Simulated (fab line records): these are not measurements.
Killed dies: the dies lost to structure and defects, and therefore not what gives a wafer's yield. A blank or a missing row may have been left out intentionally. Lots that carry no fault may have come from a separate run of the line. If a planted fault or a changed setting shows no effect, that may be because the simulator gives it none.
fab line records	flow berkeley_cmos170
record lots=7	wafers=21	last_day=12
route steps=331 shown NLDD@159 SPACER@171
lots that met no fault: taken from a fault-free run of the same line
start_h: hours from the record's opening day to when the first of the lot's shown wafers began	wait_h: hours since the lot's step before	" identical to the entry in the row above	L1.1+2: several wafers, shown together as one row	- no value, or no start given	* or withheld: withheld	< > ~ a bound
route shown NAME@n: names a module that has steps shown in the file, with the first one's number in the route	usual: average and standard deviation across the fault-free wafers	same: alike in all rows	chamber/n: place in a boat	sites: readings site by site	_std_site: standard deviation of those values	_edge_site: inner sites' mean taken away from outer sites' mean	radius_mm: for every site, how far away it sits from the centre of the wafer	mask NAME#n: copy n	behind: the tool/chamber that last shaped the wafer	hold: the reason the lot was held/the length of the hold in hours/how it ended	device: whichever transistor did not switch (one of n, p or np)	end of line: the same wafers' tests at the end of the route	a step with no rows: only its recipe	killed: dies lost to structure and defects at the first sort, not the wafer's yield	map: a wafer's dies, x killed, . not, _ none there
set.NAME: setting as actually run; set.NAME@STEP: the setting as run at that earlier step	model.NAME: the simulator's own value behind a step, which no gauge read
lots at some steps of the route; a table a step, a row a wafer
services: the hour from which a tool's chamber was out of use, counted from the record's first day as start_h (under 0 if before that day), plus the number of hours and why
## steps
# step UCB170_NLDD_COAT_01
# recipe resist=KrF	spin_rpm=1500	resist_thk_nm=900
# step UCB170_NLDD_SOFTBAKE_02
# recipe resist=KrF	temp_c=130	time_s=60
# step UCB170_NLDD_EXPOSE_03
# recipe mask_id=NSELECT	na=0.5	sigma_outer=0.6	source_shape=conventional	target_cd_nm=1200	dose_mj=30
# step UCB170_NLDD_PEB_04
# recipe peb_temp_c=130	peb_time_s=withheld	resist=KrF
# step UCB170_NLDD_DEVELOP_05
# recipe developer=TMAH	develop_time_s=45	resist=KrF	dev_temp_c=21
# step UCB170_NLDD_CD_MEAS_06
# recipe target_cd_nm=1200
# usual cd_nm=1200.8/1.3
lot.wafer	tool	chamber	start_h	wait_h	cd_nm
L835.2	cd_sem-01	-	134.07	-	1201.0
L835.3	"	-	"	"	1201.6
L835.4	"	-	"	"	1201.5
L839.2	cd_sem-02	-	146.42	-	1201.0
L839.4	"	-	"	"	1201.6
L839.5	"	-	"	"	1200.7
L843.1	cd_sem-02	-	170.89	-	1201.2
L843.3	"	-	"	"	1201.7
L843.6	"	-	"	"	1200.3
L851.1	cd_sem-02	-	207.85	-	1198.2
L851.4	"	-	"	"	1198.8
L851.5	"	-	"	"	1198.9
L852.1	cd_sem-01	-	208.13	-	1201.2
L852.3	"	-	"	"	1201.0
L852.6	"	-	"	"	1202.0
L853.3	cd_sem-01	-	222.45	-	1199.5
L853.4	"	-	"	"	1199.4
L853.6	"	-	"	"	1198.8
L858.3	cd_sem-01	-	245.77	-	1205.2
L858.5	"	-	"	"	1203.2
L858.6	"	-	"	"	1204.1
# step UCB170_NLDD_OVL_MEAS_07
# usual NLDD_OVL=1/5.6
lot.wafer	tool	chamber	start_h	wait_h	NLDD_OVL[nm]
L835.2	overlay-02	-	134.17	0.1	3
L835.3	"	-	"	"	0
L835.4	"	-	"	"	-1
L839.2	overlay-01	-	146.52	0.1	-6
L839.4	"	-	"	"	-3
L839.5	"	-	"	"	0
L843.1	overlay-01	-	171.01	0.1	-6
L843.3	"	-	"	"	0
L843.6	"	-	"	"	-1
L851.1	overlay-01	-	207.97	0.1	8
L851.4	"	-	"	"	8
L851.5	"	-	"	"	2
L852.1	overlay-02	-	208.28	0.1	11
L852.3	"	-	"	"	2
L852.6	"	-	"	"	4
L853.3	overlay-02	-	222.54	0.1	-13
L853.4	"	-	"	"	-2
L853.6	"	-	"	"	-4
L858.3	overlay-02	-	245.86	0.1	-5
L858.5	"	-	"	"	1
L858.6	"	-	"	"	2
# step UCB170_NLDD_IMPLANT_08
# recipe species=As	dose_cm2=5e+13	energy_kev=30	tilt_deg=7	rotation_deg=0
# step UCB170_NLDD_IMPLANT_09
# recipe species=As	dose_cm2=5e+13	energy_kev=30	tilt_deg=7	rotation_deg=180
# step UCB170_NLDD_STRIP_10
# recipe chemistry=O2	power_w=400	pressure_mtorr=3500	platen_temp_c=withheld	o2_flow_sccm=400	overash_fraction=0.5
# usual drypump_motor_current_A=5.6/0.46	oes_product_au=0.735/0.0047	strip_time_to_endpoint_s=21.64/0.076
lot.wafer	tool	chamber	start_h	wait_h	drypump_motor_current_A	oes_product_au	rf_hours_counter_h	strip_time_to_endpoint_s
L835.2	plasma_asher-01	1	134.50	0.1	5.4	0.735	2	21.57
L835.3	"	1	"	"	5.4	0.728	-	21.50
L835.4	"	0	"	"	5.2	0.730	-	21.57
L839.2	plasma_asher-01	1	146.85	0.1	5.4	0.740	3	21.63
L839.4	"	1	"	"	5.4	0.741	-	21.58
L839.5	"	1	"	"	5.4	0.727	-	21.67
L843.1	plasma_asher-02	0	171.35	0.1	5.1	0.739	49	21.63
L843.3	"	1	"	"	6.1	0.726	-	21.61
L843.6	"	0	"	"	5.1	0.747	-	21.55
L851.1	plasma_asher-04	0	208.30	0.1	5.3	0.730	44	21.71
L851.4	"	0	"	"	5.3	0.734	-	21.68
L851.5	"	1	"	"	6.4	0.736	-	21.66
L852.1	plasma_asher-02	0	208.61	0.1	5.1	0.732	54	21.67
L852.3	"	0	"	"	5.1	0.739	-	21.68
L852.6	"	1	"	"	6.1	0.731	-	21.63
L853.3	plasma_asher-01	1	222.90	0.1	5.4	0.739	-	21.67
L853.4	"	0	"	"	5.2	0.735	-	21.65
L853.6	"	1	"	"	5.4	0.722	-	21.73
L858.3	plasma_asher-02	1	246.22	0.1	6.1	0.738	-	21.73
L858.5	"	1	"	"	6.1	0.742	-	21.75
L858.6	"	0	"	"	5.1	0.730	-	21.71
# step UCB170_NLDD_TW_MEAS_11
# usual NLDD_TW=2212/12
lot.wafer	tool	chamber	start_h	wait_h	NLDD_TW
L835.2	film_metro-03	-	134.61	0.1	2217
L835.3	"	-	"	"	2226
L835.4	"	-	"	"	2211
L839.2	film_metro-01	-	146.96	0.1	2211
L839.4	"	-	"	"	2210
L839.5	"	-	"	"	2208
L843.1	film_metro-03	-	171.45	0.1	2207
L843.3	"	-	"	"	2207
L843.6	"	-	"	"	2195
L851.1	film_metro-04	-	208.40	0.1	2221
L851.4	"	-	"	"	2222
L851.5	"	-	"	"	2227
L852.1	film_metro-01	-	208.71	0.1	2229
L852.3	"	-	"	"	2218
L852.6	"	-	"	"	2231
L853.3	film_metro-04	-	222.98	0.1	2194
L853.4	"	-	"	"	2200
L853.6	"	-	"	"	2192
L858.3	film_metro-04	-	246.30	0.1	2211
L858.5	"	-	"	"	2224
L858.6	"	-	"	"	2224
# step UCB170_NLDD_CLEAN_12
# recipe chemistry=SPM	temp_c=120	time_s=600
# step UCB170_SPACER_CVD_00
# recipe material=SiO2	target_thk_nm=376	temp_c=390	precursor=TEOS/O2	time_s=48.07	rf_w=550	pressure_mtorr=9000
# usual heater_power_w=276/62	pressure_mtorr=9001/16
lot.wafer	tool	chamber	start_h	wait_h	heater_power_w	pressure_mtorr
L835.2	pecvd-01	1	137.74	0.0	232	9010
L835.3	"	2	"	"	305	8988
L835.4	"	0	"	"	363	9003
L839.2	pecvd-01	1	147.19	0.0	217	8982
L839.4	"	1	"	"	232	8996
L839.5	"	0	"	"	374	9038
L843.1	pecvd-03	1	171.78	0.0	240	8995
L843.3	"	0	"	"	172	9006
L843.6	"	1	"	"	245	8981
L851.1	pecvd-01	0	208.64	0.0	-	-
L851.4	"	2	"	"	-	-
L851.5	"	1	"	"	-	-
L852.1	pecvd-03	1	209.02	0.0	-	-
L852.3	"	0	"	"	-	-
L852.6	"	0	"	"	-	-
L853.3	pecvd-03	1	223.20	0.0	-	-
L853.4	"	1	"	"	-	-
L853.6	"	0	"	"	-	-
L858.3	pecvd-02	0	247.48	0.0	266	8982
L858.5	"	2	"	"	271	8988
L858.6	"	0	"	"	279	8980
# step UCB170_SPACER_ANNEAL_02
# recipe temp_c=900	time_s=1800	ambient=N2
# step UCB170_SPACER_ETCHBACK_03
# recipe stop_on=Si	target=SiO2	chemistry=CHF3/CF4/Ar	CHF3_flow_sccm=50	cf4_flow_sccm=10	Ar_flow_sccm=120	pressure_mtorr=200	rf_w=500	target_depth_a=3760	time_s=100
# usual drypump_motor_current_A=5.49/0.29	mfc_ar_sccm=120.0/0.37	oes_product_au=0.914/0.018	throttle_valve_pct=6.41/0.098
lot.wafer	tool	chamber	start_h	wait_h	drypump_motor_current_A	mfc_ar_sccm	oes_product_au	rf_hours_counter_h	throttle_valve_pct	model.etch.depth_nm
L835.2	rie_diel-04	2	142.24	0.0	5.08	120.0	0.900	58	6.41	375
L835.3	"	1	"	"	5.81	119.8	0.891	133	6.64	380
L835.4	"	3	"	"	5.07	119.5	0.936	135	6.37	390.1
L839.2	rie_diel-01	0	150.78	0.0	5.30	120.4	0.946	133	6.46	384.1
L839.4	"	2	"	"	5.92	120.0	0.928	-	6.48	392
L839.5	"	0	"	"	5.29	120.0	0.970	-	6.46	396.8
L843.1	rie_diel-01	2	175.33	0.0	6.00	120.7	0.908	3	6.49	378.6
L843.3	"	3	"	"	5.50	119.9	0.898	135	6.24	378.7
L843.6	"	1	"	"	5.48	120.4	0.910	-	6.35	383.2
L851.1	rie_diel-03	0	211.81	0.0	5.45	119.7	0.881	41	6.41	376
L851.4	"	1	"	"	5.63	120.0	0.886	-	6.28	376
L851.5	"	3	"	"	5.48	120.1	0.889	-	6.41	376
L852.1	rie_diel-03	3	211.88	0.1	5.51	119.9	0.896	85	6.42	376
L852.3	"	0	"	"	5.46	119.9	0.876	42	6.43	376
L852.6	"	3	"	"	5.56	119.7	0.895	-	6.41	376
L853.3	rie_diel-04	1	228.56	0.0	5.77	120.0	0.889	137	6.65	376
L853.4	"	3	"	"	5.06	119.8	0.911	139	6.39	376
L853.6	"	2	"	"	5.05	119.9	0.907	-	6.41	376
L858.3	rie_diel-04	2	252.11	0.0	5.06	119.7	0.928	63	6.40	390.4
L858.5	"	1	"	"	5.76	119.5	0.920	-	6.63	393.3
L858.6	"	2	"	"	5.05	120.2	0.931	-	6.41	391.9
## services
tool	chamber	start_h	hours	kind
plasma_asher-01	0	117.75	-	clean
plasma_asher-01	1	117.75	-	clean
rie_diel-03	3	125.53	4.9	repair
pecvd-03	2	126.28	10.4	repair
rie_diel-03	1	133.39	4.7	repair
rie_diel-03	0	135.29	7.5	repair
pecvd-02	-	135.50	14.0	pm
rie_diel-01	3	145.47	6.0	repair
rie_diel-01	1	147.38	10.7	repair
rie_diel-01	-	162.92	2.8	pm
plasma_asher-01	-	163.66	9.1	repair
rie_diel-04	3	169.45	1.2	repair
pecvd-03	1	172.65	22.3	repair
rie_diel-01	1	189.59	2.8	repair
rie_diel-01	0	201.81	10.4	repair
rie_diel-04	-	202.55	14.6	pm
plasma_asher-01	-	205.54	1.5	repair
rie_diel-03	2	210.61	5.7	repair
pecvd-01	1	212.11	2.4	repair
rie_diel-03	3	221.04	6.2	repair
plasma_asher-01	-	237.56	0.7	repair
pecvd-01	-	242.50	14.0	pm
pecvd-01	0	242.50	14.0	vent_cycle
pecvd-01	1	242.50	14.0	vent_cycle
## key
first_sign step=UCB170_SPACER_CVD_00	reading=tool_record	direction=missing
effect none on later readings
model_effect step=UCB170_SPACER_ETCHBACK_03	value=etch.depth_nm	without=379.1	struck=376
met_at UCB170_SPACER_CVD_00
struck_wafers L851.1,L851.4,L851.5,L852.1,L852.3,L852.6,L853.3,L853.4,L853.6
later_rows_left_out L851.1,L851.4,L851.5,L852.1,L852.3,L852.6,L853.3,L853.4,L853.6
sort_left_out L851.1,L851.4,L851.5,L852.1,L852.3,L852.6,L853.3,L853.4,L853.6
tester_left_out L851,L852,L853
onset_between 171.78 208.64
fault kind=skipped_step_whole	tool=pecvd-01,pecvd-03	chamber=-	onset_h=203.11	steps=UCB170_SPACER_CVD_00	scope=struck_lots_only
# tester_left_out: of these lots the tester's yield and bins aren't shown, on N5 and GAA mostly nor the transistor test; their killed dies are dies lost to structure and defects alone, not to doping, threshold or leakage, so they don't give the yield
# sort_left_out: the simulated sort isn't trusted on such a fault, so these wafers' sort isn't shown, and their yield isn't known
# later_rows_left_out: the simulator's readings of these wafers behind a module that went badly wrong aren't trusted and aren't shown, but for the sort
